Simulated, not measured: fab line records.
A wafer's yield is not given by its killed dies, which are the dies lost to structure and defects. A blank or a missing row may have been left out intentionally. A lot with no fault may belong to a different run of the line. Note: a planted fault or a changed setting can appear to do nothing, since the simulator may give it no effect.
Split-lot study ; flow berkeley-cmos170 ; 5 lots, 23 wafers read, on a route of 331 steps

== ABOUT THE SPLIT ==
At UCB170_PWELL_CVD_05 (deposits Si3N4 from SiH2Cl2/NH3, target thk 220 nm, time 3300 s), the setting pressure-mtorr was moved away from the recipe's 200 mTorr on 10 of the 23 wafers read, by +6.6% to +11.7%. All remaining wafers had this setting at the recipe value.

The reading is taken at the split's own step.

== THE READING ==
Si3N4_of_PWELL_CVD_05.thk-nm (the simulator's own value, which no gauge read), in nm, at UCB170_PWELL_CVD_05 (deposits Si3N4 from SiH2Cl2/NH3, target thk 220 nm, time 3300 s). The file does not state a usual value for it. Average 220.9 nm, standard deviation 1.6 nm, over the 13 wafers here run with the recipe.

wafer;tool, chamber at the split;pressure-mtorr as run, mTorr;against the recipe;Si3N4_of_PWELL_CVD_05.thk-nm, nm;against lot-mates on the recipe
L074.1;-, -;200;recipe;222.1;-
L074.2;-, -;200;recipe;221.1;-
L074.3;-, -;200;recipe;223.9;-
L074.5;-, -;200;recipe;221.4;-
L074.6;-, -;200;recipe;222.4;-
L077.1;-, -;223.3;+11.7%;228.1;no lot-mate on the recipe
L077.2;-, -;223.3;+11.7%;228;no lot-mate on the recipe
L077.3;-, -;223.3;+11.7%;227.7;no lot-mate on the recipe
L077.4;-, -;223.3;+11.7%;228.3;no lot-mate on the recipe
L077.5;-, -;223.3;+11.7%;227.4;no lot-mate on the recipe
L079.3;lpcvd-01, 0;200;recipe;219.4;-
L079.4;lpcvd-01, 0;200;recipe;216.9;-
L079.5;lpcvd-01, 0;200;recipe;220.5;-
L081.1;-, -;200;recipe;220.6;-
L081.2;-, -;200;recipe;221.8;-
L081.3;-, -;200;recipe;219.7;-
L081.4;-, -;200;recipe;221.2;-
L081.5;-, -;200;recipe;220.7;-
L084.1;-, -;213.2;+6.6%;223;no lot-mate on the recipe
L084.3;-, -;213.2;+6.6%;224;no lot-mate on the recipe
L084.4;-, -;213.2;+6.6%;222.1;no lot-mate on the recipe
L084.5;-, -;213.2;+6.6%;223.3;no lot-mate on the recipe
L084.6;-, -;213.2;+6.6%;223.1;no lot-mate on the recipe

THE FIT
A straight line over all 23 wafers: Si3N4_of_PWELL_CVD_05.thk-nm changes by +0.557 nm for each +1% of pressure-mtorr; r = +0.88; the points scatter about the line by 1.5 nm.
Too few moved wafers have a lot-mate on the recipe to fit a line with each lot's own level taken away.

== FILE'S OWN FIT ==
Si3N4_of_PWELL_CVD_05.thk-nm changes by +0.557 nm for each +1% of pressure-mtorr, r = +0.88.
